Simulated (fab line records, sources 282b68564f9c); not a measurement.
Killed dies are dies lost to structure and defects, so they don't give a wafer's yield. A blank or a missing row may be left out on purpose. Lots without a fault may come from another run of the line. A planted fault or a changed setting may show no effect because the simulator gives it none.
Problem report in the 8D (eight disciplines) form, filled by code | flow rit_cmos | the parts of the form that need people (team, actions taken, sign-off) are left out

1. THE PROBLEM
rf_fwd_power_W at RIT_CONTACT_ETCH_11 reads a mean of 299.4 W on 6 wafers of 2 lots; wafers without a fault read 199.6 W with a standard deviation of 0.65. That is +99 or more standard deviations from the usual mean.
The step: etches SiO2 in CHF3/CF4/Ar, stops on TiSi2, target depth 480 nm, time 320 s.
First seen on wafer L499.3, day 5 21:46, on rie_diel-02. The record holds 39 wafers of 13 lots with a number at this step. Rule for "out", or "out of limits": more than 4 standard deviations from the usual mean. The other wafers with a number count as sound.

2. WHAT IT IS AND WHAT IT IS NOT
question                    | is                     | is not
which readings at this step | rf_fwd_power_W         | O2_flow_sccm, drypump_motor_current_A, oes_product_au, throttle_valve_pct
which lots                  | L499, L502             | L488, L489, L490, L491, L492, L493, L494, L495, L497, L504, L509
which wafers of those lots  | all that have a number | -
read on which tools         | rie_diel-02            | rie_diel-03, rie_diel-04
when                        | from day 5 21:46       | up to then (27 sound wafers); but 6 sound wafers of L504, L509 came after

3. SUSPECTS, AND WHAT RULES EACH OUT
Counting: a tool at a process step up to the reading stays a suspect if it ran every lot that is out and no sound lot after the first of them.
- rie_diel-02 at RIT_CONTACT_ETCH_11 (etches SiO2 in CHF3/CF4/Ar, stops on TiSi2, target depth 480 nm, time 320 s): kept. It ran every lot that is out, first L499 (day 5 21:46), and no sound lot after that; its last sound lot up to then is L495 (day 5 00:19). Its own readings are out on those wafers: rf_fwd_power_W.
Left after counting: rie_diel-02 at RIT_CONTACT_ETCH_11.

4. THE CAUSE (what the simulator had put in)
Process parameter drift: rie_diel-02, from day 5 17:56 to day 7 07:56, at RIT_CONTACT_ETCH_11. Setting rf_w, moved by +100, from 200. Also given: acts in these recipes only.
Counting left only this tool.

5. THE CHAIN OF EFFECTS, in route order
Each row: a reading whose mean over the struck wafers that have a number lies more than 3 standard deviations from the usual. Only readings for which the record gives a usual standard deviation are gone through. hours: the time from each lot's start at the first step in this table that gives one to its start at this step, as a median over the lots. sigmas: the change in usual standard deviations.
hours | step                | reading        | usual   | on struck wafers | change | sigmas
0     | RIT_CONTACT_ETCH_11 | rf_fwd_power_W | 199.6 W | 299.4            | +99.8  | +99 or more
The process steps in it:
- RIT_CONTACT_ETCH_11: etches SiO2 in CHF3/CF4/Ar, stops on TiSi2, target depth 480 nm, time 320 s.

6. WHAT WOULD HAVE CAUGHT IT SOONER
In this record the first reading out of limits was taken at day 5 21:46, 4 hours after the fault began at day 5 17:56.
